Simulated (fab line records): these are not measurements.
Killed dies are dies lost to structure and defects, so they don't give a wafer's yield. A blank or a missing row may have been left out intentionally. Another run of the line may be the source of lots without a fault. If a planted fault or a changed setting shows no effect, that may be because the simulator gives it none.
Lot-split experiment | flow berkeley-cmos170 | 27 wafers read across 5 lots, on a route 331 steps long

SPLIT DETAILS
At UCB170_V1_ETCH_14 (etches SiO2 in CHF3/CF4/Ar, stops on Al, target depth 1250 nm, time 291 s), the setting time-s was moved away from the recipe's 291 s on 9 of the 27 wafers read, by -50.9% to +26.1%. All remaining wafers had this setting at the recipe value.

SPLIT TO READING: what lies between them in the file, 1 step
- UCB170_V1_STRIP_15: strips in O2

THE READING
cd-nm (nm) at UCB170_V1_CD_MEAS_90, where the cd target is 700 nm. On this fab line, fault-free wafers typically give 699.5 nm with a standard deviation of 1.5 nm.

wafer  | tool, chamber at the split | time-s as run, s | against the recipe | cd-nm, nm | against lot-mates on the recipe
L075.1 | rie-diel-02, 1             | 143              | -50.9%             | 695.1     | -3.6
L075.2 | rie-diel-02, 3             | 291              | recipe             | 700.1     | -
L075.3 | rie-diel-02, 2             | 291              | recipe             | 697.9     | -
L075.4 | rie-diel-02, 0             | 291              | recipe             | 698.1     | -
L075.5 | rie-diel-02, 1             | 143              | -50.9%             | 693.8     | -4.9
L075.6 | rie-diel-02, 2             | 143              | -50.9%             | 695.0     | -3.7
L078.1 | rie-diel-03, 2             | 152.1            | -47.7%             | 694.6     | -4.3
L078.2 | rie-diel-03, 1             | 152.1            | -47.7%             | 694.6     | -4.3
L078.3 | rie-diel-03, 3             | 152.1            | -47.7%             | 693.7     | -5.2
L078.4 | rie-diel-03, 1             | 291              | recipe             | 699.7     | -
L078.5 | rie-diel-03, 2             | 291              | recipe             | 697.5     | -
L078.6 | rie-diel-03, 3             | 291              | recipe             | 699.6     | -
L076.1 | rie-diel-02, 0             | 291              | recipe             | 697.2     | -
L076.2 | rie-diel-02, 1             | 291              | recipe             | 700.2     | -
L076.3 | rie-diel-02, 3             | 291              | recipe             | 699.4     | -
L076.4 | rie-diel-02, 2             | 291              | recipe             | 699.4     | -
L076.5 | rie-diel-02, 0             | 291              | recipe             | 696.9     | -
L076.6 | rie-diel-02, 3             | 291              | recipe             | 698.8     | -
L081.2 | rie-diel-03, 3             | 291              | recipe             | 699.0     | -
L081.5 | rie-diel-03, 2             | 291              | recipe             | 698.6     | -
L081.6 | rie-diel-03, 1             | 291              | recipe             | 699.9     | -
L083.1 | rie-diel-03, 0             | 366.9            | +26.1%             | 702.4     | +3.1
L083.2 | rie-diel-03, 1             | 291              | recipe             | 700.2     | -
L083.3 | rie-diel-03, 3             | 366.9            | +26.1%             | 701.6     | +2.3
L083.4 | rie-diel-03, 2             | 366.9            | +26.1%             | 702.0     | +2.7
L083.5 | rie-diel-03, 1             | 291              | recipe             | 699.2     | -
L083.6 | rie-diel-03, 2             | 291              | recipe             | 698.5     | -

THE FIT
A straight line over all 27 wafers: cd-nm changes by +0.0949 nm for each +1% of time-s; r = +0.93; the points scatter about the line by 0.94 nm.
The same after taking each lot's own level away (the mean of its wafers on the recipe; 27 wafers): +0.0907 nm for each +1%; r = +0.93; scatter 0.9 nm.
According to that fit, moving time-s by its largest amount changes the reading by 4.6 nm.
The lots' own levels span 698.65 to 699.30 nm, that is 0.4 times the standard deviation above.
Consequently the slope shifts little with the lot-to-lot level, the two slopes agreeing.
Check: -4.73 nm against its lot-mates is what the line predicts for one of the wafers moved furthest among these (-50.9%) when that wafer is left out of the fit. Against them it came out at -3.6 nm.
Tool readings at the split's step, against how far the setting was moved: oes-product-au r = -0.93.

OTHER SPLITS APPLIED TO THESE WAFERS
Other splits were also applied to these wafers ahead of the reading. Each is held against what the fit with the lots' levels taken away leaves over:
other split on the same wafers       | wafers away from the commonest value | r with cd-nm (lot level and that fit taken away)
UCB170_NWELL_ETCH_13 target-depth-a  | 9                                    | +0.14
UCB170_ACTIVE_OXIDATION_02 ox-time-s | 18                                   | -0.09
UCB170_SPACER_CVD_00 time-s          | 12                                   | +0.31
UCB170_SDANNEAL_RTA_01 time-s        | 9                                    | +0.00

THE WHOLE CHAIN: every reading that the file lists as answering this split, in the file's order
step                 | what it does                                                              | reading                                                                   | change (the file's fit)                                                             | r (the file's)
UCB170_V1_ETCH_14    | etches SiO2 in CHF3/CF4/Ar, stops on Al, target depth 1250 nm, time 291 s | oes-product-au                                                            | -0.0023 a.u. for each +1% of the setting                                            | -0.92
UCB170_V1_ETCH_14    | etches SiO2 in CHF3/CF4/Ar, stops on Al, target depth 1250 nm, time 291 s | etch.depth-nm (the simulator's own value, which no gauge read)            | not straight: 625.8 at the lowest setting, 1000 at the recipe, 999.7 at the highest | not given
UCB170_V1_ETCH_14    | etches SiO2 in CHF3/CF4/Ar, stops on Al, target depth 1250 nm, time 291 s | V1.feature-depth-nm (the simulator's own value, which no gauge read)      | not straight: 625.8 at the lowest setting, 1000 at the recipe, 1008 at the highest  | not given
UCB170_V1_ETCH_14    | etches SiO2 in CHF3/CF4/Ar, stops on Al, target depth 1250 nm, time 291 s | KrF_of_V1_COAT_07.thk-nm (the simulator's own value, which no gauge read) | -2.7 nm for each +1% of the setting                                                 | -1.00
UCB170_V1_STRIP_15   | strips in O2                                                              | strip-time-to-endpoint-s                                                  | withheld for each +1% of the setting                                                | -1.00
UCB170_V1_CD_MEAS_90 | target cd 700 nm                                                          | cd-nm                                                                     | +0.0899 nm for each +1% of the setting                                              | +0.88

FILE'S OWN FIT
cd-nm changes by +0.0899 nm for each +1% of time-s, r = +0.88.
